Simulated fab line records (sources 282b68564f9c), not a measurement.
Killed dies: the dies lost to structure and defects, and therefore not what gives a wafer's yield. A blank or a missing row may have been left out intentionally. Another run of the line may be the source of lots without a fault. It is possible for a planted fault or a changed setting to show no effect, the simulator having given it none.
A struck lot beside a sound one -- flow rit cmos -- 19 steps out of a route of 202
Sound: these wafers, L829.4, L829.5, L829.6. Wafers L840.1, L840.2, L840.4 were the ones struck. The cause is given at the end.
Order at every step that has rows: each side's tool, ch and its chambers, its first start. Under that, the readings that differ: sound wafers -- struck wafers -- difference of the means -- sigmas: that difference in standard deviations of wafers without a fault.
alike: a reading whose means differ by less than 2 such deviations, as well as words and numbers matching on both sides. not compared: withheld readings; readings where some wafer has no value; bounds like >300 that might hide an equal value; numbers whose values overlap and for which the record gives no deviation.
Wherever a step has rows on one side only, a row that says differs or no value, or a row with sigmas, the two part there. Non-overlapping numbers with no deviation appear without sigmas and do not part them. A reading missing from all wafers of one side parts the sides only when that side holds two or more wafers.

first, 1 step without rows for these wafers: RIT_SILICIDE_WET_ETCH_00 (etches SiO2 in BOE, target depth 14 nm, time 15 s).
RIT_SILICIDE_SPUTTER_01: material Ti, target thk 30 nm, time 240 s.
  sound on pvd sputter-01, day 3 22:42; struck on pvd sputter-02, day 6 00:29
  alike: throttle valve pct
RIT_SILICIDE_RS_MEAS_02: measurement is done with a four-point probe.
  sound on film metro-04, day 3 22:55; struck on film metro-04, day 6 00:38
  alike: SILICIDE_TI_RS
RIT_SILICIDE_THK_MEAS_03: measures by xrf.
  sound on film metro-04, day 3 23:00; struck on film metro-04, day 6 00:46
  alike: SILICIDE_TI_THK
RIT_SILICIDE_RTA_04: time 10 s, ramp up 5 s, ramp down 5 s.
  sound on rtp anneal-02 ch 0, day 3 23:04; struck on rtp anneal-01 ch 0, day 6 00:49
  alike: wafer_temp_C_max
then, 1 step without rows for these wafers: RIT_SILICIDE_WET_ETCH_05 (etches Ti in SPM, time 120 s).
RIT_SILICIDE_RTA_06: time 10 s, ramp up 5 s, ramp down 10 s.
  sound on rtp anneal-01 ch 0, day 3 23:10; struck on rtp anneal-02 ch 0, day 6 00:56
  alike: wafer_temp_C_max
RIT_CONTACT_CVD_00: deposits SiO2 from TEOS, target thk 400 nm, time 61 s.
  sound on pecvd-04 ch 0,1,2, day 3 23:14; struck on pecvd-04 ch 0,2, day 6 00:59
  alike: heater power w
RIT_CONTACT_THK_MEAS_01:
  sound on film metro-02, day 3 23:17; struck on film metro-04, day 6 01:02
  alike: CONTACT_TEOS_THK
then, 3 steps without rows for these wafers: RIT_CONTACT_HMDS_02 (prime time 60 s); RIT_CONTACT_COAT_03 (resist thk 1000 nm); RIT_CONTACT_SOFTBAKE_04 (time 60 s).
RIT_CONTACT_EXPOSE_05: exposes mask M11, target cd 1000 nm.
  sound on iline stepper-02 ch 0, day 3 23:50; struck on iline stepper-02 ch 0, day 6 01:39
reading,sound,struck,difference,sigmas
model.CONTACT.overlay x nm (nm),-0.8368 -0.8368 -0.8368,347.7 347.7 347.7,+348.5,
  alike: mask, exposure dose mJ cm2, focus offset nm
then, 2 steps without rows for these wafers: RIT_CONTACT_PEB_06; RIT_CONTACT_DEVELOP_07 (develop time 120 s).
RIT_CONTACT_CD_MEAS_08 targets a cd of 1000 nm.
  sound on cd sem-01, day 4 00:20; struck on cd sem-01, day 6 02:10
  alike: cd nm
RIT_CONTACT_OVL_MEAS_09:
  sound on overlay-02, day 4 00:25; struck on overlay-01, day 6 02:17
reading,sound,struck,difference,sigmas
CONTACT_OVL (nm),0.2 1.8 -0.9,349.8 347.6 348.6,+348.3,+99 or more
then, 1 step without rows for these wafers: RIT_CONTACT_HARDBAKE_10 (time 60 s).
RIT_M1_PROBE_99:
  sound on prober-02, day 4 05:35; struck on prober-01, day 6 07:29
reading,sound,struck,difference,sigmas
killed_at_M0_to_M3,0 0 0,1 0 0,+0,+2
model.etest.nmos_0p15.junction log10 a um,-13.51 -13.33 -13.39,-9.623 -9.288 -9.636,+3.894,
model.etest.nmos narrow.off log10 a um,-13.21 -13.22 -13.34,-9.623 -9.288 -9.636,+3.741,
model.etest.nmos_0p3.off log10 a um,-13.08 -13.12 -13.04,-9.623 -9.288 -9.636,+3.564,
model.etest.gate end array.leak log10 a um,-12.93 -12.98 -12.88,-9.523 -9.072 -9.48,+3.572,
model.etest.contact diode array.leak log10 a (angstrom),-9.418 -9.65 -9.586,-6.401 -5.952 -6.223,+3.359,
model.etest.pmos_0p15.junction log10 a um,-13.66 -13.77 -13.88,-10.62 -10.29 -10.63,+3.26,
model.etest.pmos_0p3.off log10 a um,-12.81 -12.88 -12.8,-10.62 -10.29 -10.63,+2.32,
model.etest.select edge diode n.leak log10 a (angstrom),-9.889 -9.686 -9.959,-7.628 -7.309 -7.657,+2.313,
  alike: killed at contacts, killed at front end, killed dies, killed open, killed short

WHERE THEY PART
Last at RIT_M1_PROBE_99 as far as this record goes, first at RIT_CONTACT_OVL_MEAS_09.

WHY: whatever the simulator had introduced
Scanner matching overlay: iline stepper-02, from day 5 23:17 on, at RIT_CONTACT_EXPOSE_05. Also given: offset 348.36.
